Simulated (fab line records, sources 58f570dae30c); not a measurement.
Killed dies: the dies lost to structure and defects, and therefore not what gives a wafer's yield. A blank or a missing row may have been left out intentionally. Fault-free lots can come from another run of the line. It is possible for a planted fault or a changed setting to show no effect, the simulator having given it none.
Shared-tool check | flow berkeley cmos170 | 15 lots, 54 wafers sampled

THE REASON FOR OPENING IT
At UCB170_SPACER_THK_MEAS_01 the reading SPACER_TEOS_THK is flagged on 3 of 15 lots. Wafers without a fault read 375 nm, standard deviation 5.
Rule: flag the lot when none of its wafers has a number, or when each of its wafers that has one lies beyond 4 standard deviations from that mean. The other lots count as sound.

lot  | measured     | on            | SPACER_TEOS_THK (nm), wafer by wafer | flag
L379 | day 6 07:25  | film metro-03 | 372 376 385                          |
L380 | day 6 07:28  | film metro-04 | 741 752 759 742 752 758              | FLAGGED
L381 | day 6 11:32  | film metro-04 | 367 368 382                          |
L383 | day 6 20:04  | film metro-03 | 761 756 764 760 756 764              | FLAGGED
L386 | day 7 13:19  | film metro-04 | 369 365 371                          |
L387 | day 7 14:53  | film metro-02 | 747 741 756 747 742 755              | FLAGGED
L392 | day 8 16:37  | film metro-03 | 368 366 367                          |
L393 | day 9 09:58  | film metro-02 | 370 369 379                          |
L395 | day 9 10:26  | film metro-03 | 369 379 373                          |
L394 | day 9 10:43  | film metro-02 | 368 372 376                          |
L396 | day 9 14:55  | film metro-04 | 372 372 378                          |
L397 | day 9 22:49  | film metro-02 | 372 384 377                          |
L398 | day 10 09:44 | film metro-03 | 375 382 381                          |
L399 | day 10 09:58 | film metro-03 | 367 373 379                          |
L402 | day 11 05:37 | film metro-02 | 380 379 380                          |
The mean of the flagged lots' numbers is 753 nm, +378 nm from the usual (+76 standard deviations).

TOOL THAT RAN EACH LOT
2 process steps preceding the reading are held in the record, out of 331 steps in the route. Every cell lists first the tool, next ch and the chambers used by the sampled wafers, and last the start.
lot  | flag    | UCB170_PLDD_STRIP_10                 | UCB170_SPACER_CVD_00
L379 |         | plasma asher-04 ch 0,1, day 6 05:16  | pecvd-03 ch 1,2, day 6 07:22
L380 | FLAGGED | plasma asher-03 ch 0,1, day 6 05:01  | pecvd-04 ch 0,1,2, day 6 07:12
L381 |         | plasma asher-03 ch 0,1, day 6 08:44  | pecvd-01 ch 0,1,2, day 6 11:29
L383 | FLAGGED | plasma asher-03 ch 0,1, day 6 17:13  | pecvd-03 ch 0,1,2, day 6 19:46
L386 |         | plasma asher-04 ch 0,1, day 7 10:43  | pecvd-04 ch 0,1, day 7 13:16
L387 | FLAGGED | plasma asher-03 ch 0,1, day 7 09:53  | pecvd-01 ch 1,2, day 7 14:32
L392 |         | plasma asher-04 ch 0,1, day 8 13:49  | pecvd-04 ch 0,1,2, day 8 16:34
L393 |         | plasma asher-04 ch 0,1, day 9 07:32  | pecvd-03 ch 0,1,2, day 9 09:55
L395 |         | plasma asher-01 ch 0,1, day 9 07:52  | pecvd-01 ch 1,2, day 9 10:23
L394 |         | plasma asher-03 ch 0,1, day 9 08:08  | pecvd-04 ch 1,2, day 9 10:40
L396 |         | plasma asher-01 ch 0,1, day 9 12:41  | pecvd-01 ch 0,1, day 9 14:53
L397 |         | plasma asher-01 ch 0,1, day 9 20:44  | pecvd-03 ch 0,2, day 9 22:46
L398 |         | plasma asher-03 ch 1, day 10 07:35   | pecvd-03 ch 1,2, day 10 09:41
L399 |         | plasma asher-01 ch 0,1, day 10 07:38 | pecvd-04 ch 0,2, day 10 09:55
L402 |         | plasma asher-01 ch 0,1, day 11 03:05 | pecvd-03 ch 0,1,2, day 11 05:34
What the steps here do:
- UCB170_PLDD_STRIP_10: strips in O2.
- UCB170_SPACER_CVD_00: deposits SiO2 from TEOS/O2, target thk 376 nm, time 47 s.
- UCB170_SPACER_THK_MEAS_01

FLAGGED OVER TOTAL, TOOL BY TOOL (the gauges that took the reading come last)
step                      | tool            | lots run | flagged | share of the flagged lots | sound lots run after its first flagged lot
UCB170_PLDD_STRIP_10      | plasma asher-01 | 5        | 0       | none                      | -
UCB170_PLDD_STRIP_10      | plasma asher-03 | 6        | 3       | all                       | 3 (L381,L394,L398)
UCB170_PLDD_STRIP_10      | plasma asher-04 | 4        | 0       | none                      | -
UCB170_SPACER_CVD_00      | pecvd-01        | 4        | 1       | some                      | 2 (L395,L396)
UCB170_SPACER_CVD_00      | pecvd-03        | 6        | 1       | some                      | 4 (L393,L397,L398,L402)
UCB170_SPACER_CVD_00      | pecvd-04        | 5        | 1       | some                      | 4 (L386,L392,L394,L399)
UCB170_SPACER_THK_MEAS_01 | film metro-02   | 5        | 1       | some                      | 4 (L393,L394,L397,L402)
UCB170_SPACER_THK_MEAS_01 | film metro-03   | 6        | 1       | some                      | 4 (L392,L395,L398,L399)
UCB170_SPACER_THK_MEAS_01 | film metro-04   | 4        | 1       | some                      | 3 (L381,L386,L396)

THE TABLE: WHAT IT ALLOWS
1 row of the table ran every flagged lot: plasma asher-03 at UCB170_PLDD_STRIP_10.
- plasma asher-03 at UCB170_PLDD_STRIP_10: 3 of its 6 lots flagged. After the first flagged lot (L381, L394, L398), sound lots still ran on it; a lasting fault on the whole tool would not permit that.
No row of the table ran every flagged lot and no sound lot after the first.

WHAT THE SIMULATOR HAD INSERTED
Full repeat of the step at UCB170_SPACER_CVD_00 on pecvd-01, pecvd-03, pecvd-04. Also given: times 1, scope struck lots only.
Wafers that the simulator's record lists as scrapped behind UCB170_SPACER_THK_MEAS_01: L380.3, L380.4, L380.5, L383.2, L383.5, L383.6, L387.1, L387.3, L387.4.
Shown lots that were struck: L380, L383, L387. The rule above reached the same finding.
